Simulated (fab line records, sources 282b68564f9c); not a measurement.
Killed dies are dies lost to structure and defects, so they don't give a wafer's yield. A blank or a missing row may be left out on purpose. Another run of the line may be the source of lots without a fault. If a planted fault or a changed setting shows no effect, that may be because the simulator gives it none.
Which tool is to blame? -- flow ritCmos -- 13 lots with 39 wafers sampled at 2 steps, on a route of 202 steps

## WHAT THE GAUGES READ, wafer by wafer
RIT_SDANNEAL_RS_MEAS_04: a four-point-probe measurement. Usual: PSD_RS 115.96 ohm/sq, standard deviation 0.28.
lot,measured,on,PSD_RS (ohm/sq),flag
L320,day 3 11:06,filmMetro-03,115.73 115.60 116.25,
L321,day 3 12:26,filmMetro-04,115.83 116.10 115.72,
L322,day 3 18:41,filmMetro-03,116.06 116.05 115.78,
L323,day 3 22:19,filmMetro-04,116.06 116.34 115.78,
L324,day 4 04:37,filmMetro-01,115.96 116.14 116.04,
L326,day 4 12:13,filmMetro-01,116.51 116.43 116.58,
L327,day 4 17:59,filmMetro-03,115.50 116.07 115.92,
L328,day 5 00:34,filmMetro-04,115.35 115.96 115.61,
L330,day 5 08:18,filmMetro-03,117.07 116.89 116.93,OFF
L334,day 6 05:25,filmMetro-04,115.98 115.84 116.17,
L337,day 6 20:56,filmMetro-03,116.03 116.41 116.36,
L338,day 7 02:02,filmMetro-01,115.91 115.74 115.93,
L340,day 7 09:55,filmMetro-01,115.78 116.13 116.17,

## EACH LOT AND THE TOOL THAT RAN IT (in order: tool; ch and the chambers of the sampled wafers; start)
lot,RIT_PSD_IMPLANT_08
L320,"implanter-01 ch 0, day 3 10:16"
L321,"implanter-04 ch 0, day 3 11:29"
L322,"implanter-01 ch 0, day 3 17:53"
L323,"implanter-04 ch 0, day 3 21:31"
L324,"implanter-02 ch 0, day 4 03:44"
L326,"implanter-04 ch 0, day 4 11:25"
L327,"implanter-02 ch 0, day 4 17:11"
L328,"implanter-01 ch 0, day 4 23:45"
L330,"implanter-02 ch 0, day 5 07:28"
L334,"implanter-01 ch 0, day 6 04:32"
L337,"implanter-04 ch 0, day 6 20:03"
L338,"implanter-01 ch 0, day 7 01:02"
L340,"implanter-01 ch 0, day 7 09:07"
- RIT_PSD_IMPLANT_08

## WHAT THE TOOLS THEMSELVES READ (means of the sampled wafers that have a number; where no wafer has one, the mark that the record gives instead)
The record holds no such reading with a usual standard deviation.

## THE ANSWER, worked out from the rows above alone
Rule: take the mean of a lot's wafers that have a number; if it is more than 3 standard deviations from the usual mean, the lot is off. A lot without any number at a reading at which 4 lots or more have one is off too. Where the step has rows for the other lots, those lots are counted as sound. After the gauges, taken in route order, come the tools' own readings; for these a lot's mean is taken, as printed above. The first step at which some lot is off is used, and at that step the reading that is off furthest; a lot without a number counts as furthest.
Off: at RIT_SDANNEAL_RS_MEAS_04 (PSD_RS), L330.
A tool fits if, at a process step before that reading, it ran every lot that is off, and no sound lot after the first of them. The gauges at RIT_SDANNEAL_RS_MEAS_04 are tried like those tools. One candidate fits, namely implanter-02 at RIT_PSD_IMPLANT_08. A fault onset in the window from L327 (day 4 17:11, its last sound lot) to L330 (day 5 07:28, its first lot off) fits.

## WHAT THE SIMULATOR HAD INSERTED
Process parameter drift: implanter-02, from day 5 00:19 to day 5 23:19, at RIT_PSD_IMPLANT_08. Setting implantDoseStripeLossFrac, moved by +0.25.
Struck lots among those shown: L330. The same result came from the rule above.
